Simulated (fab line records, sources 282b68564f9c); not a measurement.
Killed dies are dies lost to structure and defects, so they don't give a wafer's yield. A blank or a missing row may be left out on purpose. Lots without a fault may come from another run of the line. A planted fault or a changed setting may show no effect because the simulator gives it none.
Which tool did it? | flow rit_cmos | 15 lots, 45 wafers sampled, at 3 steps of a route of 202

WHAT THE GAUGES READ, wafer by wafer
RIT_NWELL_OVL_MEAS_06.
lot  | measured    | on         | NWELL_OVL (nm)
L420 | day 1 22:52 | overlay-02 | 0.2 -0.7 -1.7
L421 | day 2 02:08 | overlay-02 | -3.0 -1.3 -3.2
L422 | day 2 10:32 | overlay-01 | 0.6 -0.1 -0.8
L423 | day 2 14:59 | overlay-02 | -0.3 1.2 1.8
L426 | day 3 04:44 | overlay-01 | - - -
L427 | day 3 08:29 | overlay-02 | - - -
L428 | day 3 15:23 | overlay-01 | - - -
L429 | day 3 19:45 | overlay-01 | 0.2 -1.6 0.5
L430 | day 4 05:05 | overlay-02 | -3.0 -4.0 -3.3
L435 | day 5 00:44 | overlay-01 | -2.9 -2.8 -3.6
L436 | day 5 07:58 | overlay-02 | 1.2 -0.8 0.1
L437 | day 5 11:28 | overlay-01 | 0.7 -0.1 2.2
L439 | day 5 20:49 | overlay-02 | -1.8 -2.9 -1.1
L441 | day 6 06:59 | overlay-01 | 0.6 0.6 0.9
L443 | day 6 17:36 | overlay-02 | 1.5 -1.3 -2.6

RIT_PWELL_TW_MEAS_10.
lot  | measured    | on            | PWELL_TW
L420 | day 2 01:02 | film_metro-01 | 955 956 956
L421 | day 2 04:25 | film_metro-02 | 929 933 926
L422 | day 2 12:42 | film_metro-02 | 933 929 938
L423 | day 2 17:08 | film_metro-01 | 958 957 953
L426 | day 3 07:00 | film_metro-01 | 2201 2190 2192
L427 | day 3 10:41 | film_metro-04 | 2207 2208 2207
L428 | day 3 17:44 | film_metro-04 | 2190 2189 2205
L429 | day 3 22:06 | film_metro-01 | 956 948 952
L430 | day 4 07:29 | film_metro-04 | 947 950 950
L435 | day 5 03:07 | film_metro-02 | 937 932 939
L436 | day 5 10:16 | film_metro-04 | 947 946 949
L437 | day 5 13:46 | film_metro-04 | 950 951 948
L439 | day 5 23:20 | film_metro-04 | 946 944 948
L441 | day 6 09:09 | film_metro-01 | 953 953 954
L443 | day 6 19:47 | film_metro-01 | 947 948 952

WHICH TOOL RAN EACH LOT (tool, then ch and the chambers of the sampled wafers, then the start)
lot  | RIT_NWELL_COAT_01
L420 | litho_track-01 ch 0, day 1 22:01
L421 | litho_track-02 ch 0, day 2 01:18
L422 | litho_track-03 ch 0, day 2 09:49
L423 | litho_track-02 ch 0, day 2 14:07
L426 | litho_track-01, day 3 04:01
L427 | litho_track-02, day 3 07:41
L428 | litho_track-01, day 3 14:40
L429 | litho_track-02 ch 0, day 3 19:01
L430 | litho_track-03 ch 0, day 4 04:21
L435 | litho_track-02 ch 0, day 5 00:01
L436 | litho_track-02 ch 0, day 5 07:01
L437 | litho_track-02 ch 0, day 5 10:46
L439 | litho_track-01 ch 0, day 5 20:01
L441 | litho_track-03 ch 0, day 6 06:15
L443 | litho_track-02 ch 0, day 6 16:52
- RIT_NWELL_COAT_01: resist thk 1300 nm.

WHAT THE TOOLS THEMSELVES READ (means of the sampled wafers that have a number; where no wafer has one, the mark that the record gives instead)
RIT_NWELL_COAT_01.
lot  | tool           | chill_plate_temp_C (C) | dispense_pressure_kPa (kPa)
L420 | litho_track-01 | 22.87                  | 44.5
L421 | litho_track-02 | 23.02                  | 48.5
L422 | litho_track-03 | 22.97                  | 46.4
L423 | litho_track-02 | 22.91                  | 48.5
L426 | litho_track-01 | -                      | -
L427 | litho_track-02 | -                      | -
L428 | litho_track-01 | -                      | -
L429 | litho_track-02 | 23.04                  | 48.5
L430 | litho_track-03 | 22.83                  | 46.4
L435 | litho_track-02 | 23.07                  | 48.5
L436 | litho_track-02 | 22.86                  | 48.6
L437 | litho_track-02 | 22.98                  | 48.5
L439 | litho_track-01 | 22.95                  | 44.5
L441 | litho_track-03 | 23.04                  | 46.4
L443 | litho_track-02 | 22.85                  | 48.6

THE ANSWER, worked out from the rows above alone
Rule: what is usual is taken from the lots themselves. Put in order of their means at a reading, lots are off if they are a third of the lots or fewer, leave a main group of 4 or more, and stand apart from it by a gap of 3 or more times the standard deviation of the main group's means; of several such gaps the widest counts. A main group whose means are all the same, to the digits that the tables above print for the reading, isn't used. A lot without any number at a reading at which 4 lots or more have one is off too. The other lots that the step has rows for count as sound. The gauges are gone through in route order, then the tools' own readings, and for those a lot's mean is taken as printed above. The first step at which some lot is off is used, and at that step the reading that is off furthest; a lot without a number counts as furthest.
Off: L426, L427, L428, at RIT_NWELL_OVL_MEAS_06 (NWELL_OVL). Without a number there: L426, L427, L428. The main group: mean -0.8 nm, standard deviation 1.5.
A tool fits if, at a process step before that reading, it ran every lot that is off, and no sound lot after the first of them. The gauges at RIT_NWELL_OVL_MEAS_06 aren't tried: what is off there is off at RIT_PWELL_TW_MEAS_10 too, on other tools, and a gauge's error can't cause that. None of those tried fits.

WHAT THE SIMULATOR HAD PUT IN
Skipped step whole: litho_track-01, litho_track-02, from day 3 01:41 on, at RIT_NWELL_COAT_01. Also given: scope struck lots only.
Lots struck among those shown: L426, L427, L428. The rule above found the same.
